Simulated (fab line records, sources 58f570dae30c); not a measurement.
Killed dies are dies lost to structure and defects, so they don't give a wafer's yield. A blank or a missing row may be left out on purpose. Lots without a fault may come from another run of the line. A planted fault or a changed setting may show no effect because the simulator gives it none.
A struck lot beside a sound one | flow berkeley_cmos170 | 15 steps out of a route of 331
Sound: wafers L621.2, L621.3, L621.4. Struck: wafers L611.2, L611.4, L611.6. The cause comes at the end.
At each step with rows: each side's tool, then ch and its chambers, then its first start. Under that, the readings that differ: sound wafers | struck wafers | difference of the means | sigmas: that difference in standard deviations of wafers without a fault.
alike: readings whose means differ by less than 2 such deviations, and words and numbers that are the same on both sides. not compared: withheld readings, readings that some wafer has no value for, bounds like >300 that may hide the same value, and numbers for which the record gives no deviation and whose values overlap.
The two part at a step that has a row with sigmas, a row that says differs or no value, or rows on one side only. Numbers that don't overlap but have no deviation are shown without sigmas and don't part them. A reading that every wafer of one side lacks parts them only if that side has two wafers or more.

first, 1 step without rows for these wafers: UCB170_CONTACT_CLEAN_20 (cleans in SPM, time 600 s).
UCB170_M1_SPUTTER_00: material Al, target thk 600 nm, time 80 s.
  sound on pvd_sputter-04, day 11 03:07; struck on pvd_sputter-02, day 9 03:05
  alike: throttle_valve_pct
UCB170_M1_RS_MEAS_01: measures by four-point-probe.
  sound on film_metro-03, day 11 03:11; struck on film_metro-01, day 9 03:10
  alike: M1_AL_RS
UCB170_M1_THK_MEAS_02: measures by xrf.
  sound on film_metro-03, day 11 03:18; struck on film_metro-01, day 9 03:17
  alike: M1_AL_THK
then, 6 steps without rows for these wafers: UCB170_M1_COAT_03; UCB170_M1_COAT_04 (resist thk 900 nm); UCB170_M1_SOFTBAKE_05 (time 60 s); UCB170_M1_EXPOSE_06 (exposes mask METAL1, target cd 700 nm); UCB170_M1_PEB_07; UCB170_M1_DEVELOP_08 (develop time 45 s).
UCB170_M1_CD_MEAS_09: target cd 700 nm.
  sound on cd_sem-02, day 11 04:34; struck on cd_sem-02, day 9 04:19
  alike: cd_nm
UCB170_M1_OVL_MEAS_10:
  sound on overlay-01, day 11 04:40; struck on overlay-02, day 9 04:25
  alike: M1_OVL
UCB170_M1_ETCH_11: etches BARC in N2/H2.
  sound on rie_diel-02 ch 0,1,2, day 11 04:41; struck on rie_diel-04 ch 0,3, day 9 04:27
  reading               | sound               | struck            | difference | sigmas
  bias_w (W)            | 100.40 99.94 100.00 | 72.51 72.17 72.68 | -27.66     | -95
  oes_product_au (a.u.) | 1.043 0.994 1.044   | 0.909 0.918 0.903 | -0.117     | -5
  alike: chamber_pressure_mTorr, drypump_motor_current_A, throttle_valve_pct
UCB170_M1_METAL_ETCH_12: etches Al in Cl2/BCl3, stops on PSG, target depth 780 nm, time 130 s.
  sound on rie_metal-01 ch 0,1, day 11 04:44; struck on rie_metal-01 ch 1, day 9 04:29
  alike: bcl3_flow_sccm, bias_w, chamber_pressure_mTorr, drypump_motor_current_A, oes_product_au, throttle_valve_pct
  not compared: rf_hours_counter_h
UCB170_M3_PROBE_99:
  the record has rows for the struck wafers here (prober-02, day 9 18:04) and none for the sound ones

WHERE THEY PART
First at UCB170_M1_ETCH_11; last, within this record, at UCB170_M3_PROBE_99.

WHY: what the simulator had put in
Process parameter drift: rie_diel-04, from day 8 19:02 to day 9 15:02, at UCB170_M1_ETCH_11. Setting bias_w, moved by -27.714, from 100. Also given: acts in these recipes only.
